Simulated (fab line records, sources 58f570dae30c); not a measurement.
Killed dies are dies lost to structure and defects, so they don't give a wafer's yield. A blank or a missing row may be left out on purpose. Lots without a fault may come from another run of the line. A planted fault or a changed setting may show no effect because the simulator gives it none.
Which tool did it? | flow berkeley_cmos170 | 14 lots, 42 wafers sampled, at 3 steps of a route of 331

WHAT THE GAUGES READ, wafer by wafer
UCB170_PLDD_TW_MEAS_11.
lot  | measured     | on            | PLDD_TW
L738 | day 6 13:06  | film_metro-02 | 1004 999 1001
L737 | day 6 13:22  | film_metro-03 | 1018 1017 1023
L740 | day 7 00:13  | film_metro-01 | 1014 1012 1011
L742 | day 7 13:26  | film_metro-03 | 1013 1014 1011
L744 | day 7 16:18  | film_metro-03 | 1018 1011 1016
L747 | day 8 12:02  | film_metro-01 | 966 966 972
L748 | day 8 12:21  | film_metro-02 | 986 990 997
L749 | day 9 01:50  | film_metro-03 | 983 985 981
L750 | day 9 02:25  | film_metro-02 | 999 993 1000
L755 | day 10 00:05 | film_metro-01 | 1010 1013 1008
L754 | day 10 00:13 | film_metro-03 | 1020 1023 1025
L759 | day 10 08:36 | film_metro-02 | 993 989 997
L757 | day 10 08:50 | film_metro-01 | 1011 1004 1004
L758 | day 10 09:23 | film_metro-02 | 989 995 993

UCB170_SDANNEAL_RS_MEAS_04: measures by four-point-probe.
lot  | measured     | on            | PLDD_RS (ohm/sq)
L738 | day 7 02:25  | film_metro-03 | 1034.2 1035.4 1035.1
L737 | day 7 02:00  | film_metro-01 | 1034.3 1034.3 1032.1
L740 | day 7 12:04  | film_metro-01 | 1033.4 1033.1 1034.5
L742 | day 8 00:31  | film_metro-03 | 1033.4 1032.2 1034.2
L744 | day 8 04:19  | film_metro-03 | 1029.9 1031.7 1031.5
L747 | day 8 23:34  | film_metro-03 | 1136.4 1135.9 1128.4
L748 | day 8 23:45  | film_metro-02 | 1032.9 1033.0 1033.3
L749 | day 9 13:56  | film_metro-03 | 1130.7 1133.2 1132.1
L750 | day 9 14:21  | film_metro-01 | 1032.7 1034.0 1034.8
L755 | day 10 09:36 | film_metro-01 | 1037.4 1033.4 1034.5
L754 | day 10 10:14 | film_metro-02 | 1036.5 1036.1 1034.8
L759 | day 10 20:35 | film_metro-03 | 1032.1 1034.0 1028.7
L757 | day 10 20:11 | film_metro-02 | 1030.4 1033.1 1033.3
L758 | day 10 20:44 | film_metro-02 | 1034.6 1038.5 1034.7

WHICH TOOL RAN EACH LOT (tool, then ch and the chambers of the sampled wafers, then the start)
lot  | UCB170_PLDD_IMPLANT_09
L738 | implanter-01 ch 0, day 6 12:51
L737 | implanter-02 ch 0, day 6 13:07
L740 | implanter-04 ch 0, day 6 23:58
L742 | implanter-01 ch 0, day 7 13:11
L744 | implanter-01 ch 0, day 7 16:03
L747 | implanter-01 ch 0, day 8 11:47
L748 | implanter-04 ch 0, day 8 12:07
L749 | implanter-01 ch 0, day 9 01:37
L750 | implanter-04 ch 0, day 9 02:10
L755 | implanter-04 ch 0, day 9 23:50
L754 | implanter-02 ch 0, day 10 00:00
L759 | implanter-02 ch 0, day 10 08:21
L757 | implanter-04 ch 0, day 10 08:35
L758 | implanter-02 ch 0, day 10 09:09
- UCB170_PLDD_IMPLANT_09

WHAT THE TOOLS THEMSELVES READ (means of the sampled wafers that have a number; where no wafer has one, the mark that the record gives instead)
UCB170_PLDD_IMPLANT_09.
lot  | tool         | dose_ions_cm2 | faraday_current_uA
L738 | implanter-01 | 5e+13         | 157.9
L737 | implanter-02 | 5e+13         | 161.0
L740 | implanter-04 | 5e+13         | 160.8
L742 | implanter-01 | 5e+13         | 155.4
L744 | implanter-01 | 5e+13         | 156.7
L747 | implanter-01 | 4e+13         | 122.8
L748 | implanter-04 | 5e+13         | 159.5
L749 | implanter-01 | 4e+13         | 122.2
L750 | implanter-04 | 5e+13         | 160.7
L755 | implanter-04 | 5e+13         | 159.9
L754 | implanter-02 | 5e+13         | 157.9
L759 | implanter-02 | 5e+13         | 160.4
L757 | implanter-04 | 5e+13         | 157.7
L758 | implanter-02 | 5e+13         | 158.5

THE ANSWER, worked out from the rows above alone
Rule: what is usual is taken from the lots themselves. Put in order of their means at a reading, lots are off if they are a third of the lots or fewer, leave a main group of 4 or more, and stand apart from it by a gap of 3 or more times the standard deviation of the main group's means; of several such gaps the widest counts. A main group whose means are all the same, to the digits that the tables above print for the reading, isn't used. A lot without any number at a reading at which 4 lots or more have one is off too. The other lots that the step has rows for count as sound. The gauges are gone through in route order, then the tools' own readings, and for those a lot's mean is taken as printed above. The first step at which some lot is off is used, and at that step the reading that is off furthest; a lot without a number counts as furthest.
Off: L747, L749, at UCB170_SDANNEAL_RS_MEAS_04 (PLDD_RS). The main group: mean 1033.7 ohm/sq, standard deviation 1.5.
A tool fits if, at a process step before that reading, it ran every lot that is off, and no sound lot after the first of them. The gauges at UCB170_SDANNEAL_RS_MEAS_04 aren't tried: what is off there is off at UCB170_PLDD_IMPLANT_09 too, on other tools, and a gauge's error can't cause that. One fits: implanter-01 at UCB170_PLDD_IMPLANT_09. Its last sound lot is L744 (day 7 16:03), its first lot that is off L747 (day 8 11:47): a fault that began between those two fits.
The tool's own readings at UCB170_PLDD_IMPLANT_09 bear it out: on the lots that are off they differ by more than 5 times the standard deviation of the sound lots' means. dose_ions_cm2 reads 4e+13 there against 5e+13 on the sound lots; faraday_current_uA reads 122.5 there against 158.9 on the sound lots.

WHAT THE SIMULATOR HAD PUT IN
Process parameter drift: implanter-01, from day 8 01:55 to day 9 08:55, at UCB170_PLDD_IMPLANT_09. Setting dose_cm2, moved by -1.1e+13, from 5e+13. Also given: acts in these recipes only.
Lots struck among those shown: L747, L749. The rule above found the same.
